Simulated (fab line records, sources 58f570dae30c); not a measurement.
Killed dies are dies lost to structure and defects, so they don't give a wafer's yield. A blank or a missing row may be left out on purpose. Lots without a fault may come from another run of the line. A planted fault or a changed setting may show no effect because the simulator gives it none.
Which tool did it? | flow berkeley_cmos170 | 8 lots, 24 wafers sampled, at 2 steps of a route of 331

WHAT THE GAUGES READ, wafer by wafer
UCB170_PFIELD_OVL_MEAS_06.
lot  | measured    | on         | PFIELD_OVL (nm)
L280 | day 4 09:45 | overlay-02 | -1 -4 -3
L282 | day 4 22:32 | overlay-01 | -12 4 -2
L284 | day 5 03:05 | overlay-02 | -1 -1 -7
L288 | day 5 20:49 | overlay-01 | -11 0 0
L290 | day 6 04:48 | overlay-02 | 2 2 7
L293 | day 7 09:07 | overlay-02 | 169 177 179
L294 | day 7 09:10 | overlay-02 | 176 175 182
L297 | day 7 23:13 | overlay-02 | -5 -4 5

WHICH TOOL RAN EACH LOT (tool, then ch and the chambers of the sampled wafers, then the start)
lot  | UCB170_PFIELD_EXPOSE_03
L280 | krf_scanner-01 ch 0, day 4 09:14
L282 | krf_scanner-02 ch 0, day 4 21:32
L284 | krf_scanner-01 ch 0, day 5 02:39
L288 | krf_scanner-01 ch 0, day 5 20:24
L290 | krf_scanner-02 ch 0, day 6 03:48
L293 | krf_scanner-02 ch 0, day 7 08:38
L294 | krf_scanner-02 ch 0, day 7 08:45
L297 | krf_scanner-01 ch 0, day 7 22:50
- UCB170_PFIELD_EXPOSE_03: exposes mask PFIELD, target cd 1500 nm.

THE ANSWER, worked out from the rows above alone
Rule: what is usual is taken from the lots themselves. Put in order of their means at a reading, lots are off if they are a third of the lots or fewer, leave a main group of 4 or more, and stand apart from it by a gap of 3 or more times the standard deviation of the main group's means; of several such gaps the widest counts. A main group whose means are all the same, to the digits that the tables above print for the reading, isn't used. A lot without any number at a reading at which 4 lots or more have one is off too. The other lots that the step has rows for count as sound.
Off: L293, L294, at UCB170_PFIELD_OVL_MEAS_06 (PFIELD_OVL). The main group: mean -2 nm, standard deviation 2.5.
A tool fits if, at a process step before that reading, it ran every lot that is off, and no sound lot after the first of them. The gauges at UCB170_PFIELD_OVL_MEAS_06 are tried like those tools. One fits: krf_scanner-02 at UCB170_PFIELD_EXPOSE_03. Its last sound lot is L290 (day 6 03:48), its first lot that is off L293 (day 7 08:38): a fault that began between those two fits.

WHAT THE SIMULATOR HAD PUT IN
Scanner matching overlay: krf_scanner-02, from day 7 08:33 on, at UCB170_PFIELD_EXPOSE_03. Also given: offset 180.
Lots struck among those shown: L293, L294. The rule above found the same.
